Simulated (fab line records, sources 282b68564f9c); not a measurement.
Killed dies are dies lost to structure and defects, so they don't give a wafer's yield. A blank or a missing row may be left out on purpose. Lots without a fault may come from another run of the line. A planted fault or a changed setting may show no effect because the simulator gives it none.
fab line records | flow rit_cmos
record lots=15 wafers=45 last_day=7
route steps=202 shown WELLDRIVE@50 NWELL@51 PWELL@52
lots that met no fault: from a run of the same line without faults
start_h: hours from the record's first day to the start of the lot's first wafer shown | wait_h: hours since the lot's step before | " the same as in the row above | L1.1+2: a row that stands for several wafers | - no value, or no start given | * or withheld: withheld | < > ~ a bound
route shown NAME@n: a module of which the file shows steps, and the number in the route of the first | usual: mean/standard deviation of fault-free wafers | same: alike in all rows | chamber/n: place in a boat | sites: the reading at each site | _std_site: their standard deviation | _edge_site: outer sites' mean less inner sites' | radius_mm: how far each site lies from the wafer's centre | mask NAME#n: copy n | behind: the tool/chamber that last shaped the wafer | hold: why the lot was held/for how many hours/how that ended | device: the transistor (n, p or np) that didn't switch | end of line: the same wafers' tests at the end of the route | a step without rows: its recipe alone | killed: dies lost to structure and defects at the first sort, not the wafer's yield | map: a wafer's dies, x killed, . not, _ none there
set.NAME: the setting as run; set.NAME@STEP: as run at that earlier step | model.NAME: the simulator's own value behind a step, which no gauge read
steps of the route over a sample of lots; a table a step, a row a wafer
services: from which hour (start_h, from the record's first day; less than 0 if before it) a tool's chamber was out of use, for how many hours, and why
## steps
# step RIT_WELLDRIVE_ANNEAL_00
# recipe temp_c=1100 time_s=14700 ambient=N2
# usual run_length_s=18269/11 spike_tc_source_C=1128.5/2.3
# columns lot.wafer tool chamber start_h wait_h run_length_s spike_tc_source_C
L840.1 furnace-04 0 23.52 0.1 18267 1131.8
L840.2 " 0 " " 18267 1130.3
L840.5 " 0 " " 18267 1130.7
L842.1 furnace-04 0 32.63 0.1 18272 1129.2
L842.4 " 0 " " 18272 1129.7
L842.6 " 0 " " 18272 1130.2
L843.1 furnace-04 0 37.71 0.2 18263 1128.8
L843.4 " 0 " " 18263 1128.9
L843.5 " 0 " " 18263 1130.0
L844.1 furnace-03 0 43.92 0.1 18279 1125.0
L844.2 " 0 " " 18279 1124.9
L844.6 " 0 " " 18279 1124.7
L845.2 furnace-03 0 49.09 0.0 18278 1125.2
L845.4 " 0 " " 18278 1126.0
L845.5 " 0 " " 18278 1125.0
L847.1 furnace-03 0 57.53 0.1 18281 1125.9
L847.2 " 0 " " 18281 1127.5
L847.6 " 0 " " 18281 1126.8
L848.2 furnace-03 0 63.99 0.0 23433 1125.7
L848.4 " 0 " " 23433 1127.0
L848.5 " 0 " " 23433 1126.4
L849.2 furnace-01 0 69.27 0.0 18251 1129.7
L849.4 " 0 " " 18251 1130.1
L849.5 " 0 " " 18251 1127.8
L850.1 furnace-03 0 73.57 0.6 23422 1125.4
L850.4 " 0 " " 23422 1126.0
L850.6 " 0 " " 23422 1125.7
L851.2 furnace-01 0 78.97 0.0 18252 1129.6
L851.4 " 0 " " 18252 1129.6
L851.6 " 0 " " 18252 1129.1
L852.1 furnace-04 0 83.68 0.1 18281 1131.3
L852.4 " 0 " " 18281 1130.2
L852.5 " 0 " " 18281 1131.6
L853.4 furnace-03 0 91.68 0.0 23421 1124.2
L853.5 " 0 " " 23421 1127.0
L853.6 " 0 " " 23421 1125.7
L857.2 furnace-01 0 109.92 0.0 18257 1128.7
L857.4 " 0 " " 18257 1130.3
L857.6 " 0 " " 18257 1128.0
L859.4 furnace-01 0 117.60 0.0 18258 1127.6
L859.5 " 0 " " 18258 1131.0
L859.6 " 0 " " 18258 1129.7
L860.3 furnace-04 0 123.73 0.0 18263 1128.8
L860.4 " 0 " " 18263 1130.2
L860.5 " 0 " " 18263 1131.9
# step RIT_WELLDRIVE_RS_MEAS_01
# recipe thk_meas_gauge=four-point-probe
# usual NWELL_RS=275.9/0.73
# columns lot.wafer tool chamber start_h wait_h NWELL_RS[ohm/sq]
L840.1 film_metro-03 - 28.61 0.0 276.0
L840.2 " - " " 276.5
L840.5 " - " " 276.3
L842.1 film_metro-02 - 37.71 0.0 276.7
L842.4 " - " " 277.2
L842.6 " - " " 275.7
L843.1 film_metro-03 - 42.79 0.0 276.0
L843.4 " - " " 276.2
L843.5 " - " " 275.8
L844.1 film_metro-03 - 49.01 0.0 276.9
L844.2 " - " " 276.2
L844.6 " - " " 277.0
L845.2 film_metro-03 - 54.19 0.0 276.2
L845.4 " - " " 276.4
L845.5 " - " " 276.3
L847.1 film_metro-04 - 62.61 0.0 275.3
L847.2 " - " " 274.8
L847.6 " - " " 275.7
L848.2 film_metro-04 - 69.09 0.0 260.0
L848.4 " - " " 259.9
L848.5 " - " " 260.1
L849.2 film_metro-03 - 74.37 0.0 275.1
L849.4 " - " " 274.9
L849.5 " - " " 275.1
L850.1 film_metro-03 - 78.66 0.0 261.6
L850.4 " - " " 261.4
L850.6 " - " " 261.8
L851.2 film_metro-03 - 84.08 0.0 276.1
L851.4 " - " " 276.6
L851.6 " - " " 276.6
L852.1 film_metro-03 - 88.76 0.0 275.4
L852.4 " - " " 275.4
L852.5 " - " " 275.8
L853.4 film_metro-03 - 96.83 0.1 262.0
L853.5 " - " " 261.4
L853.6 " - " " 261.3
L857.2 film_metro-03 - 115.02 0.0 276.1
L857.4 " - " " 277.2
L857.6 " - " " 276.7
L859.4 film_metro-02 - 122.74 0.1 275.8
L859.5 " - " " 275.0
L859.6 " - " " 275.9
L860.3 film_metro-04 - 128.85 0.0 275.8
L860.4 " - " " 276.5
L860.5 " - " " 276.4
# step RIT_WELLDRIVE_RS_MEAS_02
# recipe thk_meas_gauge=four-point-probe
# usual PWELL_RS=429.8/1.3
# columns lot.wafer tool chamber start_h wait_h PWELL_RS[ohm/sq]
L840.1 film_metro-03 - 28.73 0.1 428.1
L840.2 " - " " 430.4
L840.5 " - " " 428.9
L842.1 film_metro-02 - 37.83 0.1 429.6
L842.4 " - " " 430.4
L842.6 " - " " 429.9
L843.1 film_metro-03 - 42.91 0.1 428.5
L843.4 " - " " 428.9
L843.5 " - " " 430.4
L844.1 film_metro-03 - 49.13 0.1 429.1
L844.2 " - " " 430.3
L844.6 " - " " 429.2
L845.2 film_metro-03 - 54.31 0.1 428.4
L845.4 " - " " 428.8
L845.5 " - " " 427.7
L847.1 film_metro-04 - 62.73 0.1 429.5
L847.2 " - " " 428.9
L847.6 " - " " 428.6
L848.2 film_metro-04 - 69.21 0.1 411.6
L848.4 " - " " 410.9
L848.5 " - " " 412.5
L849.2 film_metro-03 - 74.49 0.1 429.7
L849.4 " - " " 430.1
L849.5 " - " " 431.0
L850.1 film_metro-03 - 78.78 0.1 413.3
L850.4 " - " " 413.5
L850.6 " - " " 413.2
L851.2 film_metro-03 - 84.20 0.1 430.2
L851.4 " - " " 429.4
L851.6 " - " " 430.1
L852.1 film_metro-03 - 88.88 0.1 430.6
L852.4 " - " " 430.0
L852.5 " - " " 429.3
L853.4 film_metro-03 - 96.95 0.1 412.4
L853.5 " - " " 412.7
L853.6 " - " " 412.1
L857.2 film_metro-03 - 115.14 0.1 430.4
L857.4 " - " " 429.6
L857.6 " - " " 430.4
L859.4 film_metro-02 - 122.86 0.1 429.1
L859.5 " - " " 429.2
L859.6 " - " " 428.6
L860.3 film_metro-04 - 128.97 0.1 430.0
L860.4 " - " " 429.9
L860.5 " - " " 430.2
## services
# columns tool chamber start_h hours kind
furnace-01 - 8.21 3.5 pm
furnace-04 - 45.34 2.8 pm
furnace-04 - 55.98 3.2 pm
furnace-03 - 100.39 4.7 pm
## key
first_sign step=RIT_WELLDRIVE_ANNEAL_00 reading=run_length_s direction=up sigmas=99+ usual=* struck=*
effect step=RIT_WELLDRIVE_RS_MEAS_01 reading=NWELL_RS direction=down sigmas=20 usual=275.9 struck=261.1
effect step=RIT_WELLDRIVE_RS_MEAS_02 reading=PWELL_RS direction=down sigmas=13 usual=429.8 struck=412.5
met_at RIT_WELLDRIVE_ANNEAL_00
struck_lots L848,L850,L853
tester_left_out L848,L850,L853
fault kind=process_parameter_drift tool=furnace-03 chamber=- onset_h=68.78 steps=RIT_WELLDRIVE_ANNEAL_00 channel=time_s offset=* shape=step end_h=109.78 acts_in=* stated=*
# tester_left_out: of these lots the tester's yield and bins aren't shown, on N5 and GAA mostly nor the transistor test; their killed dies are dies lost to structure and defects alone, not to doping, threshold or leakage, so they don't give the yield
